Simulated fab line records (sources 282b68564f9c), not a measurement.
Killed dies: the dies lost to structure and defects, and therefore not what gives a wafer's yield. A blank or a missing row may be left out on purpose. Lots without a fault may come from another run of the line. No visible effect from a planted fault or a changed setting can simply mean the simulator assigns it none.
Which tool was responsible? / flow ritCmos / 7 lots with 21 wafers sampled at 2 steps, on a route of 202 steps

## WHAT EACH GAUGE READ, for each wafer
RIT_NRETRO_TW_MEAS_10.
lot=L864; measured=day 2 15:26; on=filmMetro-03; NRETRO_TW=1046 1043 1043
lot=L866; measured=day 3 01:57; on=filmMetro-01; NRETRO_TW=1061 1059 1066
lot=L869; measured=day 3 17:17; on=filmMetro-02; NRETRO_TW=1061 1054 1054
lot=L872; measured=day 4 08:01; on=filmMetro-03; NRETRO_TW=1054 1052 1049
lot=L874; measured=day 4 19:30; on=filmMetro-03; NRETRO_TW=1056 1054 1055
lot=L878; measured=day 5 15:14; on=filmMetro-03; NRETRO_TW=1051 1051 1045
lot=L883; measured=day 6 15:27; on=filmMetro-03; NRETRO_TW=1048 1047 1053

## WHICH TOOL RAN EACH LOT (tool, then ch and the chambers of the sampled wafers, then the start)
lot=L864; RIT_NRETRO_IMPLANT_08=implanter-03 ch 0, day 2 15:09
lot=L866; RIT_NRETRO_IMPLANT_08=implanter-01 ch 0, day 3 01:38
lot=L869; RIT_NRETRO_IMPLANT_08=implanter-04 ch 0, day 3 16:57
lot=L872; RIT_NRETRO_IMPLANT_08=implanter-03 ch 0, day 4 07:43
lot=L874; RIT_NRETRO_IMPLANT_08=implanter-04 ch 0, day 4 19:10
lot=L878; RIT_NRETRO_IMPLANT_08=implanter-01 ch 0, day 5 14:53
lot=L883; RIT_NRETRO_IMPLANT_08=implanter-03 ch 0, day 6 15:08
- RIT_NRETRO_IMPLANT_08

## THE ANSWER, worked out from the rows above alone
Rule: the usual values come from the lots themselves. The widest of any qualifying gaps counts: lots, ordered by their means at a reading, are off when they make up no more than a third of the lots, leave a main group of 4 or more, and stand apart from it by 3 or more times the standard deviation of that group's means. A main group is skipped when, at the precision printed for the reading in the tables above, its means are all equal. Also off: a lot with no number at a reading for which 4 or more lots have one. Where the step has rows for the other lots, those lots are counted as sound.
None of the lots is off at any reading shown; this tells nothing.

## WHAT THE SIMULATOR HAD PUT IN
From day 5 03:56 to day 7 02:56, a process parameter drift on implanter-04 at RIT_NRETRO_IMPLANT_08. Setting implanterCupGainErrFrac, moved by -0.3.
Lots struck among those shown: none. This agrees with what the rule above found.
